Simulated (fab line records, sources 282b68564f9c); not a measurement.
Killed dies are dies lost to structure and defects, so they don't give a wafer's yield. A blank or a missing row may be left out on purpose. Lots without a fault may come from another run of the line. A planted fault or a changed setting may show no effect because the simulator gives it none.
A struck lot beside a sound one | flow rit_cmos | 29 steps out of a route of 202
Sound: wafers L211.2, L211.3, L211.4. Struck: wafers L204.1, L204.2, L204.6. The cause comes at the end.
At each step with rows: each side's tool, then ch and its chambers, then its first start. Under that, the readings that differ: sound wafers | struck wafers | difference of the means | sigmas: that difference in standard deviations of wafers without a fault.
alike: readings whose means differ by less than 2 such deviations, and words and numbers that are the same on both sides. not compared: withheld readings, readings that some wafer has no value for, bounds like >300 that may hide the same value, and numbers for which the record gives no deviation and whose values overlap.
The two part at a step that has a row with sigmas, a row that says differs or no value, or rows on one side only. Numbers that don't overlap but have no deviation are shown without sigmas and don't part them. A reading that every wafer of one side lacks parts them only if that side has two wafers or more.

first, 1 step without rows for these wafers: RIT_PRETRO_DEVELOP_05 (develop time 68 s).
RIT_PRETRO_OVL_MEAS_06:
  sound on overlay-02, day 6 03:31; struck on overlay-01, day 5 00:47
  alike: PRETRO_OVL
then, 2 steps without rows for these wafers: RIT_PRETRO_HARDBAKE_07 (time 120 s); RIT_PRETRO_IMPLANT_08.
RIT_PRETRO_STRIP_09: strips in O2, time 180 s.
  sound on plasma_asher-02 ch 0,1, day 6 04:11; struck on plasma_asher-03 ch 0,1, day 5 01:15
  alike: drypump_motor_current_A
  not compared: rf_hours_counter_h
RIT_PRETRO_TW_MEAS_10:
  sound on film_metro-04, day 6 04:22; struck on film_metro-04, day 5 01:26
  alike: PRETRO_TW
then, 5 steps without rows for these wafers: RIT_GATE_WET_ETCH_00 (etches SiO2 in BOE, target depth 56 nm, time 60 s); RIT_GATE_CLEAN_01 (cleans in SC1, time 600 s); RIT_GATE_CLEAN_02 (cleans in dHF, time 30 s); RIT_GATE_CLEAN_03 (cleans in SC2, time 600 s); RIT_GATE_CLEAN_04 (cleans in dHF, time 60 s).
RIT_FOX2_THK_MEAS_91:
  sound on film_metro-04, day 6 04:51; struck on film_metro-03, day 5 01:56
  alike: FIELD_OXIDE_LEFT_2_THK
RIT_GATE_OXIDATION_05: target thk 3 nm, ox time 270 s.
  sound on furnace-01 ch 0, day 6 05:26; struck on furnace-04 ch 0, day 5 02:00
  reading                                     | sound             | struck              | difference | sigmas
  spike_tc_centre_C (C)                       | 903.5 901.7 902.8 | 909.3 908.2 909.2   | +6.2       | +3
  spike_tc_load_C (C)                         | 921.9 920.8 921.1 | 933.8 934.7 934.1   | +12.9      | +5
  spike_tc_source_C (C)                       | 920 918 917       | 936 935 936         | +17        | +5
  tube_center_temp_C (C)                      | 900 900.02 899.88 | 908.3 908.36 908.45 | +8.4       | +99 or more
  tube_center_temp_C_max                      | 903.0 902.0 902.6 | 910.3 911.4 910.4   | +8.2       | +24
  model.SiO2_of_GATE_OXIDATION_05.thk_nm (nm) | 3.004 3.071 3.119 | 3.385 3.334 3.326   | +0.284     |
then, 1 step without rows for these wafers: RIT_GATE_ANNEAL_06 (time 600 s).
RIT_GATE_THK_MEAS_07:
  sound on film_metro-02, day 6 07:38; struck on film_metro-04, day 5 08:08
  reading             | sound          | struck         | difference | sigmas
  GATE_OXIDE_THK (nm) | 2.96 3.09 3.16 | 3.41 3.34 3.28 | +0.27      | +5
then, 1 step without rows for these wafers: RIT_GATE_CVD_08 (deposits poly-Si from SiH4, target thk 250 nm, time 2220 s).
RIT_GATE_THK_MEAS_09:
  sound on film_metro-04, day 6 09:50; struck on film_metro-02, day 5 09:49
  alike: GATE_POLY_THK
then, 6 steps without rows for these wafers: RIT_GATE_HMDS_10 (prime time 60 s); RIT_GATE_COAT_11 (resist thk 850 nm); RIT_GATE_SOFTBAKE_12 (time 60 s); RIT_GATE_EXPOSE_13 (exposes mask M6, target cd 150 nm); RIT_GATE_PEB_14; RIT_GATE_DEVELOP_15 (develop time 50 s).
RIT_GATE_CD_MEAS_16: target cd 150 nm.
  sound on cd_sem-01, day 6 10:53; struck on cd_sem-02, day 5 10:52
  reading    | sound             | struck            | difference | sigmas
  cd_nm (nm) | 155.9 153.0 152.0 | 133.4 131.1 132.7 | -21.2      | -10
RIT_GATE_OVL_MEAS_17:
  sound on overlay-02, day 6 10:59; struck on overlay-01, day 5 10:59
  alike: GATE_OVL
then, 1 step without rows for these wafers: RIT_GATE_HARDBAKE_18 (time 60 s).
RIT_GATE_ETCH_19: etches poly-Si in SF6/CHF3/O2, stops on SiO2, time 165 s, target depth 312.5 nm.
  sound on rie_si-02 ch 0,1,2, day 6 11:20; struck on rie_si-01 ch 0,3, day 5 11:10
  reading               | sound             | struck            | difference | sigmas
  model.GATE.cd_nm (nm) | 155.8 153.6 151.8 | 133.5 131.1 132.8 | -21.3      |
  alike: drypump_motor_current_A, oes_product_au, throttle_valve_pct
  not compared: rf_hours_counter_h
RIT_GATE_STRIP_20: strips in O2, time 180 s.
  sound on plasma_asher-02 ch 0,1, day 6 11:26; struck on plasma_asher-02 ch 0,1, day 5 11:16
  alike: drypump_motor_current_A
  not compared: rf_hours_counter_h
RIT_M1_PROBE_99:
  sound on prober-01, day 7 08:31; struck on prober-02, day 6 10:27
  alike: killed_at_M0_to_M3, killed_at_contacts, killed_at_front_end, killed_dies, killed_open, killed_short

WHERE THEY PART
First at RIT_GATE_OXIDATION_05; last, within this record, at RIT_GATE_CD_MEAS_16. Later steps at which nothing parts them and some readings are alike: RIT_GATE_OVL_MEAS_17, RIT_GATE_ETCH_19, RIT_GATE_STRIP_20, RIT_M1_PROBE_99.

WHY: what the simulator had put in
Process parameter drift: furnace-04, from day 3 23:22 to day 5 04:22, at RIT_GATE_OXIDATION_05. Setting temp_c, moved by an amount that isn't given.
